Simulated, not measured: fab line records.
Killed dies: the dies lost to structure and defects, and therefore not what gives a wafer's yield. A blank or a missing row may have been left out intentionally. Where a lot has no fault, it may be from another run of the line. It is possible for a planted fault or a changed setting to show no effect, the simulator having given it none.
Split-lot study || flow rit cmos || 23 wafers read across 5 lots, on a route 202 steps long

## ON THE SPLIT
At RIT_NWELL_HARDBAKE_07 (time 120 s), the setting temp c was moved away from the recipe's 140 C on 5 of the 23 wafers read, by -2.7% to -1.7%. This setting was run at the recipe's value on the other wafers.

The split's own step is where the reading is taken.

## THE READING
NOVOLAK_of_NWELL_COAT_01.thk nm (the simulator's own value, which no gauge read), in nm, at RIT_NWELL_HARDBAKE_07 (time 120 s). The file gives no usual value for it. Here, 18 wafers ran the recipe; their average is 1135 nm with a standard deviation of 2.4 nm.

{"wafer": "L080.3", "tool, chamber at the split": "litho track-04, 0", "temp c as run, C": 140, "against the recipe": "recipe", "NOVOLAK_of_NWELL_COAT_01.thk nm, nm": 1138, "against lot-mates on the recipe": "-"}
{"wafer": "L080.5", "tool, chamber at the split": "litho track-04, 0", "temp c as run, C": 140, "against the recipe": "recipe", "NOVOLAK_of_NWELL_COAT_01.thk nm, nm": 1138, "against lot-mates on the recipe": "-"}
{"wafer": "L080.4", "tool, chamber at the split": "litho track-04, 0", "temp c as run, C": 140, "against the recipe": "recipe", "NOVOLAK_of_NWELL_COAT_01.thk nm, nm": 1135, "against lot-mates on the recipe": "-"}
{"wafer": "L081.1", "tool, chamber at the split": "litho track-01, 0", "temp c as run, C": 136.2, "against the recipe": "-2.7%", "NOVOLAK_of_NWELL_COAT_01.thk nm, nm": 1145, "against lot-mates on the recipe": "+7"}
{"wafer": "L081.2", "tool, chamber at the split": "litho track-01, 0", "temp c as run, C": 136.2, "against the recipe": "-2.7%", "NOVOLAK_of_NWELL_COAT_01.thk nm, nm": 1147, "against lot-mates on the recipe": "+9"}
{"wafer": "L081.6", "tool, chamber at the split": "litho track-01, 0", "temp c as run, C": 136.2, "against the recipe": "-2.7%", "NOVOLAK_of_NWELL_COAT_01.thk nm, nm": 1147, "against lot-mates on the recipe": "+9"}
{"wafer": "L081.4", "tool, chamber at the split": "litho track-01, 0", "temp c as run, C": 140, "against the recipe": "recipe", "NOVOLAK_of_NWELL_COAT_01.thk nm, nm": 1139, "against lot-mates on the recipe": "-"}
{"wafer": "L081.5", "tool, chamber at the split": "litho track-01, 0", "temp c as run, C": 140, "against the recipe": "recipe", "NOVOLAK_of_NWELL_COAT_01.thk nm, nm": 1137, "against lot-mates on the recipe": "-"}
{"wafer": "L082.2", "tool, chamber at the split": "litho track-02, 0", "temp c as run, C": 140, "against the recipe": "recipe", "NOVOLAK_of_NWELL_COAT_01.thk nm, nm": 1133, "against lot-mates on the recipe": "-"}
{"wafer": "L082.5", "tool, chamber at the split": "litho track-02, 0", "temp c as run, C": 140, "against the recipe": "recipe", "NOVOLAK_of_NWELL_COAT_01.thk nm, nm": 1133, "against lot-mates on the recipe": "-"}
{"wafer": "L082.3", "tool, chamber at the split": "litho track-02, 0", "temp c as run, C": 140, "against the recipe": "recipe", "NOVOLAK_of_NWELL_COAT_01.thk nm, nm": 1136, "against lot-mates on the recipe": "-"}
{"wafer": "L082.4", "tool, chamber at the split": "litho track-02, 0", "temp c as run, C": 140, "against the recipe": "recipe", "NOVOLAK_of_NWELL_COAT_01.thk nm, nm": 1134, "against lot-mates on the recipe": "-"}
{"wafer": "L082.6", "tool, chamber at the split": "litho track-02, 0", "temp c as run, C": 140, "against the recipe": "recipe", "NOVOLAK_of_NWELL_COAT_01.thk nm, nm": 1135, "against lot-mates on the recipe": "-"}
{"wafer": "L083.1", "tool, chamber at the split": "litho track-02, 0", "temp c as run, C": 140, "against the recipe": "recipe", "NOVOLAK_of_NWELL_COAT_01.thk nm, nm": 1133, "against lot-mates on the recipe": "-"}
{"wafer": "L083.2", "tool, chamber at the split": "litho track-02, 0", "temp c as run, C": 140, "against the recipe": "recipe", "NOVOLAK_of_NWELL_COAT_01.thk nm, nm": 1134, "against lot-mates on the recipe": "-"}
{"wafer": "L083.3", "tool, chamber at the split": "litho track-02, 0", "temp c as run, C": 140, "against the recipe": "recipe", "NOVOLAK_of_NWELL_COAT_01.thk nm, nm": 1135, "against lot-mates on the recipe": "-"}
{"wafer": "L083.4", "tool, chamber at the split": "litho track-02, 0", "temp c as run, C": 140, "against the recipe": "recipe", "NOVOLAK_of_NWELL_COAT_01.thk nm, nm": 1131, "against lot-mates on the recipe": "-"}
{"wafer": "L083.6", "tool, chamber at the split": "litho track-02, 0", "temp c as run, C": 140, "against the recipe": "recipe", "NOVOLAK_of_NWELL_COAT_01.thk nm, nm": 1132, "against lot-mates on the recipe": "-"}
{"wafer": "L084.1", "tool, chamber at the split": "litho track-01, 0", "temp c as run, C": 140, "against the recipe": "recipe", "NOVOLAK_of_NWELL_COAT_01.thk nm, nm": 1138, "against lot-mates on the recipe": "-"}
{"wafer": "L084.2", "tool, chamber at the split": "litho track-01, 0", "temp c as run, C": 137.6, "against the recipe": "-1.7%", "NOVOLAK_of_NWELL_COAT_01.thk nm, nm": 1143, "against lot-mates on the recipe": "+5"}
{"wafer": "L084.4", "tool, chamber at the split": "litho track-01, 0", "temp c as run, C": 140, "against the recipe": "recipe", "NOVOLAK_of_NWELL_COAT_01.thk nm, nm": 1139, "against lot-mates on the recipe": "-"}
{"wafer": "L084.5", "tool, chamber at the split": "litho track-01, 0", "temp c as run, C": 140, "against the recipe": "recipe", "NOVOLAK_of_NWELL_COAT_01.thk nm, nm": 1137, "against lot-mates on the recipe": "-"}
{"wafer": "L084.6", "tool, chamber at the split": "litho track-01, 0", "temp c as run, C": 137.6, "against the recipe": "-1.7%", "NOVOLAK_of_NWELL_COAT_01.thk nm, nm": 1144, "against lot-mates on the recipe": "+6"}

FIT RESULTS
A straight line over all 23 wafers: NOVOLAK_of_NWELL_COAT_01.thk nm changes by -4.16 nm for each +1% of temp c; r = -0.88; the points scatter about the line by 2.3 nm.
The same after taking each lot's own level away (the mean of its wafers on the recipe; 23 wafers): -3.1 nm for each +1%; r = -0.94; scatter 1.2 nm.
Per that fit: largest temp c move, reading shift of 8.4 nm.
The lots' own levels span 1133.0 to 1138.0 nm, that is 2.1 times the standard deviation above.
So the lot-to-lot level changes the slope: the two fits differ.
Check: with one of the wafers moved furthest among these (-2.7%) left out of the fit, the line predicts +8.92 nm for it against its lot-mates. It came out at +7 nm against them.

## FURTHER SPLITS ON THESE WAFERS
These wafers also went through other splits before the reading. Each is held against what the fit with the lots' levels taken away leaves over:
{"other split on the same wafers": "RIT_FOX1_OXIDATION_00 temp c", "wafers away from the commonest value": 10, "r with NOVOLAK_of_NWELL_COAT_01.thk nm (lot level and that fit taken away)": -0.01}

## FILE'S OWN FIT
NOVOLAK_of_NWELL_COAT_01.thk nm changes by -3.01 nm for each +1% of temp c, r = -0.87.
